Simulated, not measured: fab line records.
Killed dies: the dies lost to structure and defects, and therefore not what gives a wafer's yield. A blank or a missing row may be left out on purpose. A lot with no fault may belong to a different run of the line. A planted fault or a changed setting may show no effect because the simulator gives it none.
What tool caused it? + flow berkeley-cmos170 + 21 wafers from 7 lots sampled at 3 of the route's 331 steps

== WHAT EACH GAUGE READ, for each wafer ==
UCB170_V1_THK_MEAS_04.
| lot  | measured     | on            | V1_POLISHED_THK (nm) |
|------|--------------|---------------|----------------------|
| L731 | day 8 15:41  | film-metro-01 | 998.6 1000.0 1000.3  |
| L732 | day 9 05:11  | film-metro-04 | 999.4 1000.1 1001.9  |
| L734 | day 9 16:32  | film-metro-04 | 1000.8 1000.1 1002.5 |
| L742 | day 11 13:44 | film-metro-01 | 999.6 1000.9 1002.8  |
| L745 | day 12 05:06 | film-metro-03 | 999.4 1002.7 999.3   |
| L747 | day 12 14:57 | film-metro-03 | 1000.7 1000.7 998.1  |
| L750 | day 13 18:27 | film-metro-01 | 999.5 999.4 1000.0   |

== EACH LOT AND THE TOOL THAT RAN IT (in order: tool; ch and the chambers of the sampled wafers; start) ==
| lot  | UCB170_CONTACT_COAT_04            | UCB170_CONTACT_STRIP_06              |
|------|-----------------------------------|--------------------------------------|
| L731 | litho-track-03 ch 0, day 8 08:55  | plasma-asher-01 ch 0,1, day 8 09:13  |
| L732 | litho-track-04 ch 0, day 8 23:10  | plasma-asher-03 ch 0,1, day 8 23:28  |
| L734 | litho-track-04 ch 0, day 9 10:32  | plasma-asher-02 ch 0,1, day 9 10:49  |
| L742 | litho-track-01 ch 0, day 11 07:55 | plasma-asher-03 ch 0,1, day 11 08:13 |
| L745 | litho-track-01 ch 0, day 11 23:02 | plasma-asher-02 ch 0,1, day 11 23:20 |
| L747 | litho-track-03 ch 0, day 12 05:56 | plasma-asher-01 ch 0,1, day 12 06:14 |
| L750 | litho-track-01 ch 0, day 13 10:35 | plasma-asher-03 ch 0,1, day 13 10:52 |
- UCB170_CONTACT_COAT_04: resist thk 900 nm.
- UCB170_CONTACT_STRIP_06: strips in O2.

== THE ANSWER, worked out from the rows above alone ==
Rule: the lots themselves supply what counts as usual. Put in order of their means at a reading, lots are off if they are a third of the lots or fewer, leave a main group of 4 or more, and stand apart from it by a gap of 3 or more times the standard deviation of the main group's means; of several such gaps the widest counts. The tables above print the reading to a certain number of digits; a main group whose means all agree to those digits is not used. Also off: a lot with no number at a reading for which 4 or more lots have one. Any other lot the step has rows for is counted as sound.
Across all readings shown, no lot is off: no conclusion can be drawn from this.

== WHAT THE SIMULATOR HAD INSERTED ==
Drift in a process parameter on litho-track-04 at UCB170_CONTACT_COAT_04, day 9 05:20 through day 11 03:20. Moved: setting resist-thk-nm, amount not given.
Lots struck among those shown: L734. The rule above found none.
